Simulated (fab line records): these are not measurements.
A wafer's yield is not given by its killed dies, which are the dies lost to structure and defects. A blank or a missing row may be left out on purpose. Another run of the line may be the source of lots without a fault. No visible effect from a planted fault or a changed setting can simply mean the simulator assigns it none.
The same fault as seen by 2 desks	flow berkeley cmos170	each desk has only its own numbers; what lay behind them comes last

TOOL OWNER'S DESK, furnace-03
The tool's own readings at UCB170_FIELD_OXIDATION_01 (target thk 558.3 nm, ox time 7200 s): means of the sampled wafers that have a number, for each lot that ran on this tool. A lot is out of limits, marked OUT, if its mean lies more than 4 standard deviations from the usual mean; the brackets give that distance.
Columns: A = spike tc centre C at UCB170_FIELD_OXIDATION_01, usual 1002.5 C; B = spike tc load C at UCB170_FIELD_OXIDATION_01, usual 1025.1 C; C = spike tc source C at UCB170_FIELD_OXIDATION_01, usual 1022.9 C; D = tube center temp C at UCB170_FIELD_OXIDATION_01, usual 999.99 C; E = tube_center_temp_C_max at UCB170_FIELD_OXIDATION_01, usual 1002.6
lot	first seen here	A	B	C	D	E
L973	day 6 17:24	1002.3	1026.7	1025.1	999.96	1001.9
L974	day 7 03:00	1001.5	1027.6	1024.8	999.99	1002.6
L977	day 7 14:07	1010.5 (+7.2) OUT	1035.1 (+6.2) OUT	1032.4 (+4.5) OUT	1008.00 (+87) OUT	1010.3 (+18) OUT
L978	day 7 14:07	1010.9 (+7.7) OUT	1035.2 (+6.3) OUT	1033.0 (+4.8) OUT	1007.90 (+86) OUT	1010.1 (+18) OUT
This desk's finding: out of limits on L977, L978; first on L977, day 7 14:07 (spike tc centre C at UCB170_FIELD_OXIDATION_01). L973, L974 stayed within limits.

THE METROLOGY DESK
Lot by lot, what the gauges showed, no matter which tool ran the lot: averages of those sampled wafers that carry a number. A lot is out of limits, marked OUT, if its mean lies more than 4 standard deviations from the usual mean; the brackets give that distance.
Columns: A = FIELD_OXIDE_THK at UCB170_FIELD_THK_MEAS_02, usual 563 nm; B = FIELD_OXIDE_LEFT_2_THK at UCB170_FIELD_THK_MEAS_91, usual 358 nm
lot	first seen here	A	B
L966	day 5 00:21	563	357
L964	day 5 00:22	559	354
L965	day 5 00:25	556	352
L968	day 5 12:52	558	353
L967	day 5 12:52	569	365
L970	day 6 03:38	571	365
L972	day 6 12:18	559	351
L973	day 6 20:24	552	346
L974	day 7 06:00	562	357
L978	day 7 17:07	594	389
L977	day 7 17:08	588	382
L982	day 9 00:43	544	338
L985	day 9 14:29	556	351
L986	day 9 14:29	565	358
This desk's finding: nothing out of limits on any of the 14 lots.

ALL TOGETHER
At day 7 14:07, on L977, L978, the tool owner's desk was in a position to raise an alarm.
At the metrology desk, nothing out of limits was observed.
The metrology desk has L977, L978 on record, within its limits.
All the named lots went through UCB170_FIELD_OXIDATION_01 on furnace-03.

WHAT HAD BEEN PUT IN BY THE SIMULATOR
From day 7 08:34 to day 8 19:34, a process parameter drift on furnace-03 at UCB170_FIELD_OXIDATION_01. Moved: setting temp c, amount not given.
Struck lots among those shown: L977, L978.
Each desk's first reading out of limits, in hours after the fault started: the tool owner's desk, 6.
